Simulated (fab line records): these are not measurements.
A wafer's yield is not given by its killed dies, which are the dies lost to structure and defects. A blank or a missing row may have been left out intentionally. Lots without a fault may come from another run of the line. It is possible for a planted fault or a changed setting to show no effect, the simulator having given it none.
Matching of chambers -- flow berkeley-cmos170 -- 4 sister chambers for UCB170_GATE_ETCH_15 on rie-si-01
The step etches poly-Si in HBr/Cl2, stops on SiO2, time 56.3 s, target depth 278.2 nm. 4 wafers are shown with their chamber, then 7 later ones without.

== WAFERS WITH THEIR CHAMBER ==
wafer,chamber,drypump-motor-current-A (A)
L361.6,3,6.5
L362.6,1,5.7
L364.1,0,6.5
L364.2,2,5.5

== WAFERS WITHOUT THEIR CHAMBER ==
wafer,drypump-motor-current-A (A)
L364.3,5.7
L367.1,5.8
L367.3,6.6
L367.4,5.5
L368.1,6.5
L368.3,5.5
L368.6,5.5

== THE CHAMBER EACH PASSED THROUGH ==
wafer,from the rows above,in truth
L364.3,1,1
L367.1,1,1
L367.3,can't be placed: 0 or 3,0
L367.4,2,2
L368.1,can't be placed: 0 or 3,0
L368.3,2,2
L368.6,2,2
Correct placement for 5 of the 7. From these rows, 2 cannot be placed; in 2 the true chamber is one of the candidates. Placed wrongly: 0.
How it was worked out, from the rows above alone: a wafer's distance from a chamber is the root of the sum, over the readings, of the square of ((its reading less the chamber's mean) divided by the reading's scatter). The wafer belongs to the nearest chamber; if the next one is less than 2 further off, it can't be placed. The mean given for a chamber averages the wafers shown for that chamber. The scatter (one wafer shown for each chamber): square how far every hidden wafer sits from the nearest shown wafer, average those squares and take the square root.
